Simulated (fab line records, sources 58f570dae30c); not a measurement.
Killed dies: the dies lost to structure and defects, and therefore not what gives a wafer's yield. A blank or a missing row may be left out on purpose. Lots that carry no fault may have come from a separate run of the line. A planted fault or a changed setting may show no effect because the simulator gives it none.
fab line records ; flow berkeleyCmos170 ; part 1 of 2: steps 1 to 43 of 45
record: lots: 6; wafers: 18; lastDay: 12
route steps=331 shown PWELL@44 WELLDRIVE@55 ACTIVE@60 PFIELD@79 CONTACT@233 M3@331
lots untouched by any fault: they come from a run of this same line in which no faults occurred
startH: hours from the record's opening day to when the first of the lot's shown wafers began ; waitH: hours elapsed since this lot's preceding step ; " identical to the entry in the row above ; L1.1+2: one row covering several wafers at once ; - no value present, or no start provided ; * or withheld: withheld ; < > ~ a bound
route shown NAME@n: names a module that has steps shown in the file, with the first one's number in the route ; usual: mean/standard deviation taken from wafers without a fault ; same: alike in all rows ; chamber/n: place in a boat ; sites: readings site by site ; _std_site: how widely they spread, as a standard deviation ; _edge_site: mean of outer sites minus mean of inner sites ; radiusMm: for every site, how far away it sits from the centre of the wafer ; mask NAME#n: copy n ; behind: the tool/chamber that last shaped the wafer ; hold: the reason the lot was held/the length of the hold in hours/how it ended ; device: transistor that didn't switch, given as n, p or np ; end of line: at the end of the route, the tests of the same wafers ; for a step that has no rows: nothing shown but its recipe ; killed: the dies lost at the first sort to structure and to defects; this is not the yield of the wafer ; map: dies across one wafer; x = killed, . = not, _ = none there
set.NAME: the setting the step ran with; set.NAME@STEP: the setting that earlier step ran with ; model.NAME: the simulator's own value behind a step, which no gauge read
lots at some steps of the route; a table a step, a row a wafer
services: the hour from which a tool's chamber was out of use, counted from the record's first day as startH (under 0 if before that day), plus the number of hours and why
== steps ==
step: UCB170_PWELL_EXPOSE_10
recipe: maskId: PWELL; targetCdNm: 3000; na: 0.5; sigmaOuter: 0.6; sourceShape: conventional; doseMj: 19
step: UCB170_PWELL_PEB_11
recipe: pebTempC: 130; pebTimeS: withheld; resist: KrF
step: UCB170_PWELL_DEVELOP_12
recipe: developer: TMAH; developTimeS: 45; resist: KrF; devTempC: 21
step: UCB170_PWELL_OVL_MEAS_13
usual: PWELL_OVL: -1/5.3
lot.wafer;tool;chamber;startH;waitH;PWELL_OVL[nm]
L227.2;overlay-02;-;51.41;-;-1
L227.4;overlay-02;-;51.41;-;5
L227.5;overlay-02;-;51.41;-;0
L232.1;overlay-02;-;77.11;-;4
L232.2;overlay-02;-;77.11;-;4
L232.6;overlay-02;-;77.11;-;4
L231.1;overlay-01;-;77.35;-;0
L231.2;overlay-01;-;77.35;-;2
L231.3;overlay-01;-;77.35;-;-1
L245.1;overlay-01;-;139.63;-;-13
L245.2;overlay-01;-;139.63;-;-9
L245.4;overlay-01;-;139.63;-;-14
L247.2;overlay-02;-;147.15;-;-1
L247.3;overlay-02;-;147.15;-;0
L247.6;overlay-02;-;147.15;-;-2
L248.1;overlay-01;-;163.25;-;4
L248.5;overlay-01;-;163.25;-;1
L248.6;overlay-01;-;163.25;-;-5
step: UCB170_PWELL_ETCH_14
recipe: chemistry: CH3F/Ar/O2; target: Si3N4; stopOn: SiO2; CH3F_flow_sccm: 20; Ar_flow_sccm: 50; O2_flow_sccm: 7; pressureMtorr: 50; rfW: 450; targetDepthA: 2420; overEtchFrac: 0.1; timeS: 151
usual: drypumpMotorCurrentA: 5.9/0.42; oesProductAu: 0.939/0.014; rfFwdPowerW: 448.5/1.6; throttleValvePct: 8.12/0.092
lot.wafer;tool;chamber;startH;waitH;drypumpMotorCurrentA;oesProductAu;rfFwdPowerW;rfHoursCounterH;throttleValvePct
L227.2;rieDiel-03;1;51.44;0.0;6.3;0.925;445.5;71;8.30
L227.4;rieDiel-03;3;51.44;0.0;5.7;0.935;449.7;41;8.02
L227.5;rieDiel-03;1;51.44;0.0;6.3;0.928;447.9;-;8.29
L232.1;rieDiel-01;2;77.14;0.0;5.9;0.952;450.7;80;8.23
L232.2;rieDiel-01;1;77.14;0.0;6.3;0.948;447.4;22;8.14
L232.6;rieDiel-01;2;77.14;0.0;5.9;0.945;451.1;-;8.24
L231.1;rieDiel-03;0;77.39;0.0;6.4;0.940;448.2;159;8.02
L231.2;rieDiel-03;2;77.39;0.0;5.7;0.933;446.0;112;8.10
L231.3;rieDiel-03;3;77.39;0.0;5.7;0.936;448.1;42;8.02
L245.1;rieDiel-04;1;139.67;0.0;4.9;0.940;449.8;142;8.18
L245.2;rieDiel-04;3;139.67;0.0;5.8;0.930;448.0;30;7.94
L245.4;rieDiel-04;2;139.67;0.0;5.1;0.929;447.6;42;8.20
L247.2;rieDiel-01;3;147.18;0.0;6.2;0.966;446.9;47;8.07
L247.3;rieDiel-01;0;147.18;0.0;6.0;0.948;446.0;83;8.09
L247.6;rieDiel-01;2;147.18;0.0;5.9;0.931;449.1;-;8.24
L248.1;rieDiel-04;3;163.29;0.0;5.9;0.923;447.2;31;7.93
L248.5;rieDiel-04;1;163.29;0.0;5.0;0.941;450.1;-;8.17
L248.6;rieDiel-04;0;163.29;0.0;5.8;0.947;448.0;-;8.21
step: UCB170_PWELL_IMPLANT_15
recipe: species: B; doseCm2: 5e+12; energyKev: 60; tiltDeg: 7
step: UCB170_PWELL_STRIP_16
recipe: chemistry: O2; powerW: 400; pressureMtorr: 3500; platenTempC: withheld; o2FlowSccm: 400; overashFraction: 0.5
usual: drypumpMotorCurrentA: 5.7/0.39; oesProductAu: 0.721/0.0048; stripTimeToEndpointS: 18.09/0.081
lot.wafer;tool;chamber;startH;waitH;drypumpMotorCurrentA;oesProductAu;rfHoursCounterH;stripTimeToEndpointS
L227.2;plasmaAsher-04;1;51.69;0.1;5.9;0.721;25;18.14
L227.4;plasmaAsher-04;1;51.69;0.1;5.9;0.721;-;18.12
L227.5;plasmaAsher-04;1;51.69;0.1;5.9;0.718;-;18.14
L232.1;plasmaAsher-04;0;77.39;0.1;5.3;0.720;27;17.98
L232.2;plasmaAsher-04;1;77.39;0.1;5.9;0.718;27;18.23
L232.6;plasmaAsher-04;0;77.39;0.1;5.3;0.716;-;18.06
L231.1;plasmaAsher-02;1;77.64;0.1;5.8;0.724;35;18.20
L231.2;plasmaAsher-02;0;77.64;0.1;6.2;0.721;35;18.10
L231.3;plasmaAsher-02;1;77.64;0.1;5.8;0.721;-;18.21
L245.1;plasmaAsher-04;1;139.92;0.1;6.0;0.715;35;18.11
L245.2;plasmaAsher-04;0;139.92;0.1;5.3;0.721;35;18.13
L245.4;plasmaAsher-04;1;139.92;0.1;6.0;0.722;-;17.99
L247.2;plasmaAsher-01;1;147.43;0.1;5.2;0.726;47;18.18
L247.3;plasmaAsher-01;1;147.43;0.1;5.2;0.725;-;18.04
L247.6;plasmaAsher-01;1;147.43;0.1;5.2;0.727;-;18.11
L248.1;plasmaAsher-04;0;163.54;0.1;5.3;0.717;39;18.15
L248.5;plasmaAsher-04;1;163.54;0.1;6.0;0.729;-;18.11
L248.6;plasmaAsher-04;0;163.54;0.1;5.3;0.728;-;18.07
step: UCB170_PWELL_TW_MEAS_17
usual: PWELL_TW: 381/3.3
lot.wafer;tool;chamber;startH;waitH;PWELL_TW
L227.2;filmMetro-02;-;51.80;0.1;380
L227.4;filmMetro-02;-;51.80;0.1;378
L227.5;filmMetro-02;-;51.80;0.1;380
L232.1;filmMetro-01;-;77.49;0.1;378
L232.2;filmMetro-01;-;77.49;0.1;379
L232.6;filmMetro-01;-;77.49;0.1;377
L231.1;filmMetro-04;-;77.74;0.1;385
L231.2;filmMetro-04;-;77.74;0.1;385
L231.3;filmMetro-04;-;77.74;0.1;384
L245.1;filmMetro-04;-;140.02;0.1;381
L245.2;filmMetro-04;-;140.02;0.1;384
L245.4;filmMetro-04;-;140.02;0.1;382
L247.2;filmMetro-02;-;147.54;0.1;374
L247.3;filmMetro-02;-;147.54;0.1;376
L247.6;filmMetro-02;-;147.54;0.1;376
L248.1;filmMetro-04;-;163.64;0.1;386
L248.5;filmMetro-04;-;163.64;0.1;386
L248.6;filmMetro-04;-;163.64;0.1;386
step: UCB170_PWELL_CLEAN_18
recipe: chemistry: SPM; tempC: 120; timeS: 600
step: UCB170_PWELL_WET_ETCH_19
recipe: chemistry: H3PO4; target: Si3N4; tempC: 160; timeS: 14400
step: UCB170_PWELL_WET_ETCH_20
recipe: chemistry: BOE; dilution: 5:1; target: SiO2; tempC: 25; timeS: 22
step: UCB170_WELLDRIVE_CLEAN_00
recipe: chemistry: SPM; tempC: 120; timeS: 600
step: UCB170_WELLDRIVE_OXIDATION_01
recipe: tempC: 1100; ambient: O2; targetThkA: 1990; oxTimeS: 8701
lot.wafer;tool;chamber;startH;waitH;model.SiO2_of_WELLDRIVE_OXIDATION_01.thkNm
L227.2;furnace-03;0;59.51;3.2;196.1
L227.4;furnace-03;0;59.51;3.2;191.6
L227.5;furnace-03;0;59.51;3.2;192.8
L232.1;furnace-01;0;84.55;1.6;174.2
L232.2;furnace-01;0;84.55;1.6;174.4
L232.6;furnace-01;0;84.55;1.6;177
L231.1;furnace-01;0;89.30;4.7;175.8
L231.2;furnace-01;0;89.30;4.7;177.1
L231.3;furnace-01;0;89.30;4.7;181.6
L245.1;furnace-01;0;148.60;3.8;194.6
L245.2;furnace-01;0;148.60;3.8;190.4
L245.4;furnace-01;0;148.60;3.8;193.2
L247.2;furnace-04;0;155.15;2.8;194.5
L247.3;furnace-04;0;155.15;2.8;200.1
L247.6;furnace-04;0;155.15;2.8;197.7
L248.1;furnace-04;0;174.92;2.8;195.4
L248.5;furnace-04;0;174.92;2.8;193.3
L248.6;furnace-04;0;174.92;2.8;194.5
step: UCB170_WELLDRIVE_THK_MEAS_02
recipe: reads: SiO2_of_WELLDRIVE_OXIDATION_01
usual: WELLDRIVE_OXIDE_THK: 194.7/2.8
lot.wafer;tool;chamber;startH;waitH;WELLDRIVE_OXIDE_THK[nm]
L227.2;filmMetro-02;-;63.06;0.0;195.9
L227.4;filmMetro-02;-;63.06;0.0;191.7
L227.5;filmMetro-02;-;63.06;0.0;192.9
L232.1;filmMetro-04;-;88.08;0.0;174.1
L232.2;filmMetro-04;-;88.08;0.0;174.5
L232.6;filmMetro-04;-;88.08;0.0;177.1
L231.1;filmMetro-02;-;92.80;0.0;175.9
L231.2;filmMetro-02;-;92.80;0.0;177.2
L231.3;filmMetro-02;-;92.80;0.0;181.6
L245.1;filmMetro-02;-;152.10;0.0;194.8
L245.2;filmMetro-02;-;152.10;0.0;190.3
L245.4;filmMetro-02;-;152.10;0.0;193.2
L247.2;filmMetro-03;-;158.67;0.0;194.5
L247.3;filmMetro-03;-;158.67;0.0;200.0
L247.6;filmMetro-03;-;158.67;0.0;197.7
L248.1;filmMetro-03;-;178.42;0.0;195.3
L248.5;filmMetro-03;-;178.42;0.0;193.3
L248.6;filmMetro-03;-;178.42;0.0;194.3
step: UCB170_WELLDRIVE_ANNEAL_03
recipe: tempC: 1100; timeS: 900; ambient: N2
step: UCB170_WELLDRIVE_WET_ETCH_04
recipe: chemistry: BOE; dilution: 5:1; target: SiO2; tempC: 25; timeS: 120
step: UCB170_ACTIVE_CLEAN_00
recipe: chemistry: SPM; tempC: 120; timeS: 600
step: UCB170_ACTIVE_CLEAN_01
recipe: chemistry: dHF; dilution: 25:1; timeS: 60
step: UCB170_ACTIVE_OXIDATION_02
recipe: tempC: 1000; ambient: O2; targetThkA: 264; oxTimeS: 1260
step: UCB170_ACTIVE_THK_MEAS_03
recipe: reads: SiO2_of_ACTIVE_OXIDATION_02
usual: ACTIVE_OXIDE_THK: 26.2/0.63
lot.wafer;tool;chamber;startH;waitH;ACTIVE_OXIDE_THK[nm]
L227.2;filmMetro-01;-;71.39;0.0;26.5
L227.4;filmMetro-01;-;71.39;0.0;25.9
L227.5;filmMetro-01;-;71.39;0.0;26.5
L231.1;filmMetro-03;-;102.15;0.0;25.4
L231.2;filmMetro-03;-;102.15;0.0;25.4
L231.3;filmMetro-03;-;102.15;0.0;25.2
L232.1;filmMetro-01;-;102.15;0.0;25.9
L232.2;filmMetro-01;-;102.15;0.0;25.4
L232.6;filmMetro-01;-;102.15;0.0;25.3
L245.1;filmMetro-02;-;160.85;0.0;25.9
L245.2;filmMetro-02;-;160.85;0.0;25.9
L245.4;filmMetro-02;-;160.85;0.0;25.9
L247.2;filmMetro-03;-;170.71;0.0;25.4
L247.3;filmMetro-03;-;170.71;0.0;25.2
L247.6;filmMetro-03;-;170.71;0.0;25.6
L248.1;filmMetro-02;-;190.37;0.0;26.2
L248.5;filmMetro-02;-;190.37;0.0;26.1
L248.6;filmMetro-02;-;190.37;0.0;25.4
step: UCB170_ACTIVE_ANNEAL_04
recipe: tempC: 1000; timeS: 900; ambient: N2
step: UCB170_ACTIVE_CVD_05
recipe: material: Si3N4; targetThkNm: 220; tempC: 800; precursor: SiH2Cl2/NH3; timeS: 3300; pressureMtorr: 200; sih2cl2FlowSccm: 25; nh3FlowSccm: 76.91
step: UCB170_ACTIVE_THK_MEAS_06
recipe: reads: Si3N4_of_ACTIVE_CVD_05
usual: ACTIVE_NITRIDE_THK: 223.5/2.3
lot.wafer;tool;chamber;startH;waitH;ACTIVE_NITRIDE_THK[nm]
L227.2;filmMetro-01;-;80.66;0.0;224.0
L227.4;filmMetro-01;-;80.66;0.0;224.5
L227.5;filmMetro-01;-;80.66;0.0;226.1
L231.1;filmMetro-03;-;109.74;0.0;224.6
L231.2;filmMetro-03;-;109.74;0.0;221.5
L231.3;filmMetro-03;-;109.74;0.0;224.2
L232.1;filmMetro-01;-;109.74;0.0;224.7
L232.2;filmMetro-01;-;109.74;0.0;224.7
L232.6;filmMetro-01;-;109.74;0.0;223.8
L245.1;filmMetro-02;-;166.60;0.0;223.7
L245.2;filmMetro-02;-;166.60;0.0;223.8
L245.4;filmMetro-02;-;166.60;0.0;222.5
L247.2;filmMetro-03;-;176.21;0.0;221.7
L247.3;filmMetro-03;-;176.21;0.0;219.7
L247.6;filmMetro-03;-;176.21;0.0;221.3
L248.1;filmMetro-01;-;196.39;0.0;226.6
L248.5;filmMetro-01;-;196.39;0.0;226.3
L248.6;filmMetro-01;-;196.39;0.0;228.2
step: UCB170_ACTIVE_HMDS_07
recipe: primeTimeS: 60; primeTempC: 100
step: UCB170_ACTIVE_COAT_08
recipe: resist: KrF; spinRpm: 1500; resistThkNm: 900
step: UCB170_ACTIVE_SOFTBAKE_09
recipe: resist: KrF; tempC: 130; timeS: 60
step: UCB170_ACTIVE_EXPOSE_10
recipe: maskId: ACTIVE; targetCdNm: 1200; na: 0.5; sigmaOuter: 0.6; sourceShape: conventional; doseMj: 20
step: UCB170_ACTIVE_PEB_11
recipe: pebTempC: 130; pebTimeS: withheld; resist: KrF
step: UCB170_ACTIVE_DEVELOP_12
recipe: developer: TMAH; developTimeS: 45; resist: KrF; devTempC: 21
step: UCB170_ACTIVE_CD_MEAS_13
recipe: targetCdNm: 1200
usual: cdNm: 1199.9/1.8
lot.wafer;tool;chamber;startH;waitH;cdNm
L227.2;cdSem-01;-;81.79;-;1199.1
L227.4;cdSem-01;-;81.79;-;1198.9
L227.5;cdSem-01;-;81.79;-;1198.9
L231.1;cdSem-01;-;111.64;-;1201.5
L231.2;cdSem-01;-;111.64;-;1202.0
L231.3;cdSem-01;-;111.64;-;1202.0
L232.1;cdSem-02;-;111.91;-;1197.5
L232.2;cdSem-02;-;111.91;-;1198.7
L232.6;cdSem-02;-;111.91;-;1197.3
L245.1;cdSem-01;-;167.84;-;1202.3
L245.2;cdSem-01;-;167.84;-;1203.3
L245.4;cdSem-01;-;167.84;-;1202.7
L247.2;cdSem-02;-;177.17;-;1201.6
L247.3;cdSem-02;-;177.17;-;1202.2
L247.6;cdSem-02;-;177.17;-;1200.5
L248.1;cdSem-02;-;198.70;-;1200.3
L248.5;cdSem-02;-;198.70;-;1200.7
L248.6;cdSem-02;-;198.70;-;1201.6
step: UCB170_ACTIVE_OVL_MEAS_14
usual: ACTIVE_OVL: 3/5.4
lot.wafer;tool;chamber;startH;waitH;ACTIVE_OVL[nm]
L227.2;overlay-01;-;81.90;0.1;0
L227.4;overlay-01;-;81.90;0.1;3
L227.5;overlay-01;-;81.90;0.1;6
L231.1;overlay-02;-;111.76;0.1;12
L231.2;overlay-02;-;111.76;0.1;16
L231.3;overlay-02;-;111.76;0.1;4
L232.1;overlay-01;-;112.03;0.1;-2
L232.2;overlay-01;-;112.03;0.1;-3
L232.6;overlay-01;-;112.03;0.1;4
L245.1;overlay-01;-;167.96;0.1;2
L245.2;overlay-01;-;167.96;0.1;3
L245.4;overlay-01;-;167.96;0.1;2
L247.2;overlay-02;-;177.28;0.1;7
L247.3;overlay-02;-;177.28;0.1;5
L247.6;overlay-02;-;177.28;0.1;-1
L248.1;overlay-02;-;198.82;0.1;8
L248.5;overlay-02;-;198.82;0.1;8
L248.6;overlay-02;-;198.82;0.1;13
step: UCB170_ACTIVE_ETCH_15
recipe: chemistry: CH3F/Ar/O2; target: Si3N4; stopOn: SiO2; CH3F_flow_sccm: 20; Ar_flow_sccm: 50; O2_flow_sccm: 7; pressureMtorr: 50; rfW: 450; targetDepthA: 2420; overEtchFrac: 0.1; timeS: 151
usual: drypumpMotorCurrentA: 5.7/0.49; oesProductAu: 0.950/0.014; rfFwdPowerW: 448.3/1.4; throttleValvePct: 8.12/0.11
lot.wafer;tool;chamber;startH;waitH;drypumpMotorCurrentA;oesProductAu;rfFwdPowerW;rfHoursCounterH;throttleValvePct
L227.2;rieDiel-02;3;81.93;0.0;5.0;0.964;450.1;7;8.23
L227.4;rieDiel-02;2;81.93;0.0;6.3;0.964;448.3;66;8.22
L227.5;rieDiel-02;3;81.93;0.0;5.0;0.962;449.5;-;8.22
L231.1;rieDiel-01;1;111.79;0.0;6.3;0.961;447.9;23;8.13
L231.2;rieDiel-01;0;111.79;0.0;6.1;0.955;450.3;81;8.08
L231.3;rieDiel-01;3;111.79;0.0;6.1;0.977;446.6;46;8.09
L232.1;rieDiel-02;2;112.07;0.0;6.3;0.964;448.8;67;8.21
L232.2;rieDiel-02;1;112.07;0.0;5.1;0.943;449.1;91;7.88
L232.6;rieDiel-02;1;112.07;0.0;5.1;0.932;446.7;-;7.91
L245.1;rieDiel-04;1;168.00;0.0;5.0;0.958;448.1;143;8.17
L245.2;rieDiel-04;2;168.00;0.0;5.1;0.940;449.8;43;8.17
L245.4;rieDiel-04;3;168.00;0.0;5.9;0.934;448.1;32;7.94
L247.2;rieDiel-01;3;177.31;0.0;6.1;0.968;448.5;48;8.07
L247.3;rieDiel-01;1;177.31;0.0;6.3;0.929;446.1;26;8.13
L247.6;rieDiel-01;3;177.31;0.0;6.1;0.975;449.6;-;8.08
L248.1;rieDiel-02;2;198.86;0.0;6.3;0.966;446.9;70;8.23
L248.5;rieDiel-02;3;198.86;0.0;5.0;0.958;449.0;-;8.22
L248.6;rieDiel-02;0;198.86;0.0;5.9;0.962;448.4;-;8.03
step: UCB170_ACTIVE_STRIP_16
recipe: chemistry: O2; powerW: 400; pressureMtorr: 3500; platenTempC: withheld; o2FlowSccm: 400; overashFraction: 0.5
usual: drypumpMotorCurrentA: 5.6/0.4; oesProductAu: 0.720/0.0048; stripTimeToEndpointS: 18.03/0.08
lot.wafer;tool;chamber;startH;waitH;drypumpMotorCurrentA;oesProductAu;rfHoursCounterH;stripTimeToEndpointS
L227.2;plasmaAsher-02;0;82.03;0.1;6.2;0.716;36;18.06
L227.4;plasmaAsher-02;0;82.03;0.1;6.2;0.717;-;18.09
L227.5;plasmaAsher-02;0;82.03;0.1;6.3;0.721;-;18.13
L231.1;plasmaAsher-04;1;111.89;0.1;5.9;0.715;31;18.17
L231.2;plasmaAsher-04;0;111.89;0.1;5.3;0.714;31;17.96
L231.3;plasmaAsher-04;0;111.89;0.1;5.3;0.718;-;18.19
L232.1;plasmaAsher-04;1;112.17;0.1;5.9;0.722;31;18.09
L232.2;plasmaAsher-04;0;112.17;0.1;5.3;0.717;31;17.98
L232.6;plasmaAsher-04;1;112.17;0.1;5.9;0.718;-;18.05
L245.1;plasmaAsher-03;0;168.10;0.1;5.1;0.719;6;17.97
L245.2;plasmaAsher-03;1;168.10;0.1;5.8;0.717;6;18.01
L245.4;plasmaAsher-03;1;168.10;0.1;5.8;0.728;-;18.00
L247.2;plasmaAsher-03;1;177.41;0.1;5.8;0.719;7;18.20
L247.3;plasmaAsher-03;0;177.41;0.1;5.1;0.717;-;18.09
L247.6;plasmaAsher-03;0;177.41;0.1;5.0;0.717;-;18.06
L248.1;plasmaAsher-03;1;198.96;0.1;5.9;0.714;9;18.06
L248.5;plasmaAsher-03;1;198.96;0.1;5.9;0.710;-;18.02
L248.6;plasmaAsher-03;0;198.96;0.1;5.1;0.726;-;18.01
step: UCB170_ACTIVE_CD_MEAS_90
recipe: targetCdNm: 1200
usual: cdNm: 1199.9/1.9
lot.wafer;tool;chamber;startH;waitH;cdNm
L227.2;cdSem-01;-;82.15;0.1;1198.7
L227.4;cdSem-01;-;82.15;0.1;1198.7
L227.5;cdSem-01;-;82.15;0.1;1198.5
L231.1;cdSem-02;-;112.03;0.1;1200.9
L231.2;cdSem-02;-;112.03;0.1;1202.2
L231.3;cdSem-02;-;112.03;0.1;1202.1
L232.1;cdSem-02;-;112.27;0.1;1197.3
L232.2;cdSem-02;-;112.27;0.1;1198.0
L232.6;cdSem-02;-;112.27;0.1;1197.0
L245.1;cdSem-01;-;168.20;0.1;1202.1
L245.2;cdSem-01;-;168.20;0.1;1203.5
L245.4;cdSem-01;-;168.20;0.1;1202.2
L247.2;cdSem-01;-;177.53;0.1;1202.1
L247.3;cdSem-01;-;177.53;0.1;1202.1
L247.6;cdSem-01;-;177.53;0.1;1200.9
L248.1;cdSem-01;-;199.06;0.1;1199.6
L248.5;cdSem-01;-;199.06;0.1;1200.3
L248.6;cdSem-01;-;199.06;0.1;1201.3
step: UCB170_ACTIVE_CLEAN_17
recipe: chemistry: SPM; tempC: 120; timeS: 600
step: UCB170_PFIELD_HMDS_00
recipe: primeTimeS: 60; primeTempC: 100
step: UCB170_PFIELD_COAT_01
recipe: resist: KrF; spinRpm: 1500; resistThkNm: 900
step: UCB170_PFIELD_SOFTBAKE_02
recipe: resist: KrF; tempC: 130; timeS: 60
step: UCB170_PFIELD_EXPOSE_03
recipe: maskId: PFIELD; na: 0.5; sigmaOuter: 0.6; sourceShape: conventional; targetCdNm: 1500; doseMj: 30
step: UCB170_PFIELD_PEB_04
recipe: pebTempC: 130; pebTimeS: withheld; resist: KrF
step: UCB170_PFIELD_DEVELOP_05
recipe: developer: TMAH; developTimeS: 45; resist: KrF; devTempC: 21.93
step: UCB170_PFIELD_OVL_MEAS_06
usual: PFIELD_OVL: -1/6
lot.wafer;tool;chamber;startH;waitH;PFIELD_OVL[nm]
L227.2;overlay-01;-;83.62;-;-10
L227.4;overlay-01;-;83.62;-;-2
L227.5;overlay-01;-;83.62;-;2
L231.1;overlay-01;-;117.11;-;6
L231.2;overlay-01;-;117.11;-;1
L231.3;overlay-01;-;117.11;-;5
L232.1;overlay-02;-;117.11;-;1
L232.2;overlay-02;-;117.11;-;-1
L232.6;overlay-02;-;117.11;-;1
L245.1;overlay-01;-;169.82;-;-6
L245.2;overlay-01;-;169.82;-;-9
L245.4;overlay-01;-;169.82;-;-7
L247.2;overlay-02;-;178.77;-;5
L247.3;overlay-02;-;178.77;-;9
L247.6;overlay-02;-;178.77;-;4
L248.1;overlay-02;-;201.82;-;-10
L248.5;overlay-02;-;201.82;-;-8
L248.6;overlay-02;-;201.82;-;-11
step: UCB170_CONTACT_ETCH_17
recipe: chemistry: N2/H2; targetDepthA: withheld; overetchA: withheld; target: BARC; timeS: withheld; sourceW: 500; biasW: 100; pressureMtorr: 30; n2FlowSccm: 100; h2FlowSccm: 200
usual: drypumpMotorCurrentA: 5.8/0.44; h2FlowSccm: 200.0/0.59; oesProductAu: 0.992/0.023; rfFwdPowerW: 495.6/2; throttleValvePct: 13.35/0.16
lot.wafer;tool;chamber;startH;waitH;drypumpMotorCurrentA;h2FlowSccm;oesProductAu;rfFwdPowerW;throttleValvePct;model.CONTACT.cdNm
L227.2;rieDiel-03;3;142.45;0.0;5.7;199.1;0.993;498.7;13.33;700.9
L227.4;rieDiel-03;1;142.45;0.0;6.3;201.2;0.975;492.3;13.47;701
L227.5;rieDiel-03;2;142.45;0.0;5.6;199.4;1.007;495.9;13.22;700.7
L231.1;rieDiel-03;1;181.36;0.0;6.3;200.0;0.952;494.6;13.47;698.7
L231.2;rieDiel-03;2;181.36;0.0;5.7;201.3;0.982;496.4;13.22;701.3
L231.3;rieDiel-03;0;181.36;0.0;6.4;200.3;0.964;495.0;13.02;698.5
L232.1;rieDiel-04;1;181.49;0.0;5.0;200.3;1.006;499.4;13.55;689.8
L232.2;rieDiel-04;3;181.49;0.0;5.9;200.2;0.967;495.1;13.18;689.4
L232.6;rieDiel-04;0;181.49;0.0;5.7;199.5;0.999;494.9;13.38;690.9
L245.1;rieDiel-03;1;240.77;0.0;6.3;200.0;0.959;495.8;13.48;700
L245.2;rieDiel-03;0;240.77;0.0;6.4;200.0;0.967;492.1;13.00;699
L245.4;rieDiel-03;3;240.77;0.0;5.7;199.9;0.984;496.3;13.33;699.7
L247.2;rieDiel-04;3;247.21;0.0;5.9;200.1;0.965;492.6;13.20;700.1
L247.3;rieDiel-04;1;247.21;0.0;5.0;199.9;1.003;497.1;13.55;701.1
L247.6;rieDiel-04;1;247.21;0.0;5.0;200.1;1.011;497.5;13.54;702.2
L248.1;rieDiel-01;2;267.13;0.0;5.9;199.8;1.019;496.9;13.50;701.2
L248.5;rieDiel-01;3;267.13;0.0;6.1;199.5;1.028;494.1;13.55;700.7
L248.6;rieDiel-01;0;267.13;0.0;6.1;201.0;1.057;494.7;13.24;702.9
== key ==
firstSign: step: UCB170_WELLDRIVE_THK_MEAS_02; reading: WELLDRIVE_OXIDE_THK; direction: down; sigmas: 6.5; usual: 194.7; struck: 176.7
effect none on later readings
modelEffect: step: UCB170_WELLDRIVE_OXIDATION_01; value: SiO2_of_WELLDRIVE_OXIDATION_01.thkNm; without: 194.3; struck: 176.7
modelEffect: step: UCB170_CONTACT_ETCH_17; value: CONTACT.cdNm; without: 699.8; struck: 694.8
modelEffect: step: UCB170_CONTACT_ETCH_18; value: CONTACT.cdNm; without: 699.5; struck: 694.5
modelEffect: step: UCB170_M3_PROBE_99; value: etest.nwellPinched.rsOhmSq; without: 1290; struck: 1389
metAt UCB170_WELLDRIVE_OXIDATION_01
struckWafers L231.1,L231.2,L231.3,L232.1,L232.2,L232.6
testerLeftOut L231,L232
loopTrim: step: UCB170_CONTACT_EXPOSE_12; setting: dose; lots: L232
fault: kind: processParameterDrift; tool: furnace-01; chamber: -; onsetH: 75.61; steps: UCB170_WELLDRIVE_OXIDATION_01; channel: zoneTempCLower; offset: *; shape: step; endH: 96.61
testerLeftOut: of these lots the tester's yield and bins aren't shown, on N5 and GAA mostly nor the transistor test; their killed dies are dies lost to structure and defects alone, not to doping, threshold or leakage, so they don't give the yield
loopTrim: a control loop set the setting to another value than it would have without faults
